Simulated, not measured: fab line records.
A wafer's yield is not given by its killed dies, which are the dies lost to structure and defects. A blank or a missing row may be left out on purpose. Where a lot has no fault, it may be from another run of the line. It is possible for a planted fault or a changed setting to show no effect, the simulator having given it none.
Which of the tools did it? | flow berkeley cmos170 | 39 wafers from 13 lots sampled at 6 of the route's 331 steps

## WHAT THE GAUGES READ, wafer by wafer
UCB170_PWELL_OVL_MEAS_13.
lot  | measured    | on         | PWELL_OVL (nm)
L543 | day 3 08:43 | overlay-02 | 9 1 5
L545 | day 3 16:16 | overlay-01 | 3 -4 5
L546 | day 3 16:19 | overlay-02 | -1 3 -3
L547 | day 3 16:59 | overlay-02 | -2 1 -7
L549 | day 4 06:23 | overlay-01 | -4 -6 -6
L550 | day 4 12:24 | overlay-02 | 2 9 2
L551 | day 4 19:04 | overlay-02 | 7 5 11
L552 | day 4 19:35 | overlay-01 | 9 6 7
L556 | day 6 01:06 | overlay-02 | 0 -1 -3
L558 | day 6 07:18 | overlay-02 | 14 -1 13
L560 | day 6 15:40 | overlay-01 | -5 -5 -7
L562 | day 7 08:22 | overlay-01 | -13 -13 -11
L566 | day 8 08:47 | overlay-01 | 0 -3 0

UCB170_ACTIVE_CD_MEAS_13: the cd target is 1200 nm.
lot  | measured    | on        | cd nm (nm)
L543 | day 4 12:29 | cd sem-02 | 1203.3 1203.0 1203.6
L545 | day 4 23:27 | cd sem-01 | 1198.9 1198.8 1199.3
L546 | day 4 23:43 | cd sem-01 | 1198.8 1199.7 1198.2
L547 | day 4 23:56 | cd sem-01 | 1200.4 1200.7 1201.0
L549 | day 5 17:06 | cd sem-02 | 1201.4 1201.5 1202.7
L550 | day 5 16:38 | cd sem-01 | 1200.7 1199.2 1199.8
L551 | day 5 21:58 | cd sem-01 | 1199.4 1199.0 1199.7
L552 | day 5 22:09 | cd sem-01 | 1200.5 1200.5 1200.1
L556 | day 7 12:41 | cd sem-02 | 1200.8 1202.3 1203.1
L558 | day 7 12:23 | cd sem-02 | 1198.5 1197.3 1197.4
L560 | day 7 15:23 | cd sem-01 | 1198.8 1199.3 1198.6
L562 | day 8 08:59 | cd sem-02 | 1200.3 1199.4 1200.8
L566 | day 9 11:15 | cd sem-02 | 1199.8 1200.2 1201.0

UCB170_FIELD_THK_MEAS_90.
lot  | measured     | on            | FIELD_OXIDE_LEFT_1_THK (nm)
L543 | day 5 06:14  | film metro-01 | 435 440 445
L545 | day 5 17:21  | film metro-04 | 442 434 440
L546 | day 5 17:17  | film metro-02 | 435 431 430
L547 | day 5 17:17  | film metro-01 | 431 442 439
L549 | day 6 13:28  | film metro-04 | 427 437 430
L550 | day 6 13:28  | film metro-02 | 433 431 441
L551 | day 6 13:32  | film metro-02 | 454 453 443
L552 | day 6 13:28  | film metro-01 | 430 438 434
L556 | day 8 07:35  | film metro-02 | 429 439 430
L558 | day 8 07:33  | film metro-01 | 431 442 438
L560 | day 8 07:37  | film metro-01 | 442 444 445
L562 | day 9 00:38  | film metro-02 | 441 433 434
L566 | day 10 05:08 | film metro-04 | 447 442 456

UCB170_NVT_OVL_MEAS_06.
lot  | measured     | on         | NVT_OVL (nm)
L543 | day 5 22:40  | overlay-02 | 9 11 5
L545 | day 6 12:19  | overlay-02 | 7 10 2
L546 | day 6 11:55  | overlay-01 | 2 -1 4
L547 | day 6 11:58  | overlay-02 | 4 11 -1
L549 | day 7 07:40  | overlay-02 | -6 -1 -3
L550 | day 7 07:56  | overlay-01 | 2 1 -2
L551 | day 7 07:56  | overlay-02 | 5 2 5
L552 | day 7 07:22  | overlay-02 | -1 4 -5
L556 | day 8 23:20  | overlay-02 | 1 8 3
L558 | day 8 23:33  | overlay-02 | -3 2 1
L560 | day 8 23:44  | overlay-01 | - - -
L562 | day 9 17:43  | overlay-01 | -3 -12 -4
L566 | day 10 18:28 | overlay-02 | -6 -7 -1

UCB170_NVT_TW_MEAS_09.
lot  | measured     | on            | NVT_TW
L543 | day 5 22:57  | film metro-01 | 524.1 522.2 523.0
L545 | day 6 12:36  | film metro-01 | 524.5 524.1 527.4
L546 | day 6 12:11  | film metro-01 | 526.5 525.3 526.2
L547 | day 6 12:15  | film metro-01 | 524.1 524.1 527.1
L549 | day 7 07:57  | film metro-01 | 524.9 525.9 527.3
L550 | day 7 08:13  | film metro-01 | 524.8 521.9 525.8
L551 | day 7 08:13  | film metro-03 | 517.9 520.8 521.7
L552 | day 7 07:40  | film metro-01 | 523.8 524.3 523.1
L556 | day 8 23:38  | film metro-03 | 524.3 520.2 523.3
L558 | day 8 23:50  | film metro-01 | 524.4 529.1 527.9
L560 | day 9 00:01  | film metro-02 | 30.4 30.3 30.2
L562 | day 9 18:02  | film metro-01 | 526.9 527.6 527.1
L566 | day 10 18:45 | film metro-02 | 529.0 532.5 529.5

## WHICH TOOL RAN EACH LOT (tool, then ch and the chambers of the sampled wafers, then the start)
lot  | UCB170_NVT_EXPOSE_03
L543 | krf scanner-01 ch 0, day 5 22:01
L545 | krf scanner-01 ch 0, day 6 11:56
L546 | krf scanner-01 ch 0, day 6 11:20
L547 | krf scanner-02 ch 0, day 6 11:34
L549 | krf scanner-02 ch 0, day 7 06:28
L550 | krf scanner-01 ch 0, day 7 06:42
L551 | krf scanner-02 ch 0, day 7 06:56
L552 | krf scanner-02 ch 0, day 7 06:19
L556 | krf scanner-02 ch 0, day 8 22:55
L558 | krf scanner-02 ch 0, day 8 23:05
L560 | krf scanner-01 ch 0, day 8 23:20
L562 | krf scanner-02 ch 0, day 9 17:00
L566 | krf scanner-01 ch 0, day 10 17:55
- UCB170_NVT_EXPOSE_03: exposes mask PWELL, target cd 3000 nm.

## AS READ BY THE TOOLS THEMSELVES (means over the sampled wafers that have a number; for cases with no such wafer, the mark the record gives instead)
The record holds no such reading with a usual standard deviation.

## THE ANSWER, worked out from the rows above alone
Rule: the usual values come from the lots themselves. Put in order of their means at a reading, lots are off if they are a third of the lots or fewer, leave a main group of 4 or more, and stand apart from it by a gap of 3 or more times the standard deviation of the main group's means; of several such gaps the widest counts. A main group is skipped when, at the precision printed for the reading in the tables above, its means are all equal. A lot without any number at a reading at which 4 lots or more have one is off too. All remaining lots with rows at the step are treated as sound. After the gauges, taken in route order, come the tools' own readings; for these a lot's mean is taken, as printed above. The first step at which some lot is off is used, and at that step the reading that is off furthest; a lot without a number counts as furthest.
Off: at UCB170_NVT_OVL_MEAS_06 (NVT_OVL), L560. Without a number there: L560. Main group: mean 1 nm, sd 4.3.
If a tool, at a process step before that reading, ran all the lots that are off and no sound lot after the first of them, it fits. The gauges at UCB170_NVT_OVL_MEAS_06 aren't tried: what is off there is off at UCB170_NVT_TW_MEAS_09 too, on other tools, and a gauge's error can't cause that. Of those tried, none fits.

## WHAT THE SIMULATOR PUT IN
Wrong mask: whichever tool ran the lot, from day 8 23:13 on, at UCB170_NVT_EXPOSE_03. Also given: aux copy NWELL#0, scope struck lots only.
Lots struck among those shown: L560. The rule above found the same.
